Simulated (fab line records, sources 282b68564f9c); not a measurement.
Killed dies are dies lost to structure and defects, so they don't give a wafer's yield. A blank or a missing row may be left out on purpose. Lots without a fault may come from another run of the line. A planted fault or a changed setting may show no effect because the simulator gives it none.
Which tool did it? | flow rit_cmos | 7 lots, 21 wafers sampled, at 2 steps of a route of 202

WHAT THE GAUGES READ, wafer by wafer
RIT_SILICIDE_RS_MEAS_02: measures by four-point-probe.
lot  | measured    | on            | SILICIDE_TI_RS (ohm/sq)
L332 | day 3 23:59 | film_metro-04 | 47.5 47.6 47.3
L334 | day 4 09:55 | film_metro-04 | 47.7 48.0 47.2
L336 | day 4 19:06 | film_metro-03 | 48.0 48.3 47.4
L338 | day 5 04:36 | film_metro-01 | 47.6 47.0 47.5
L341 | day 5 19:17 | film_metro-01 | 48.1 48.6 48.7
L344 | day 6 11:20 | film_metro-04 | 47.0 48.0 44.2
L350 | day 7 16:13 | film_metro-03 | 48.7 47.6 48.2

WHICH TOOL RAN EACH LOT (tool, then ch and the chambers of the sampled wafers, then the start)
lot  | RIT_SILICIDE_SPUTTER_01
L332 | pvd_sputter-03, day 3 23:49
L334 | pvd_sputter-03, day 4 09:45
L336 | pvd_sputter-03, day 4 18:57
L338 | pvd_sputter-03, day 5 04:27
L341 | pvd_sputter-04, day 5 19:07
L344 | pvd_sputter-03, day 6 11:11
L350 | pvd_sputter-02, day 7 16:03
- RIT_SILICIDE_SPUTTER_01: material Ti, target thk 30 nm, time 240 s.

THE ANSWER, worked out from the rows above alone
Rule: what is usual is taken from the lots themselves. Put in order of their means at a reading, lots are off if they are a third of the lots or fewer, leave a main group of 4 or more, and stand apart from it by a gap of 3 or more times the standard deviation of the main group's means; of several such gaps the widest counts. A main group whose means are all the same, to the digits that the tables above print for the reading, isn't used. A lot without any number at a reading at which 4 lots or more have one is off too. The other lots that the step has rows for count as sound.
No lot is off at any reading shown: from this, nothing can be told.

WHAT THE SIMULATOR HAD PUT IN
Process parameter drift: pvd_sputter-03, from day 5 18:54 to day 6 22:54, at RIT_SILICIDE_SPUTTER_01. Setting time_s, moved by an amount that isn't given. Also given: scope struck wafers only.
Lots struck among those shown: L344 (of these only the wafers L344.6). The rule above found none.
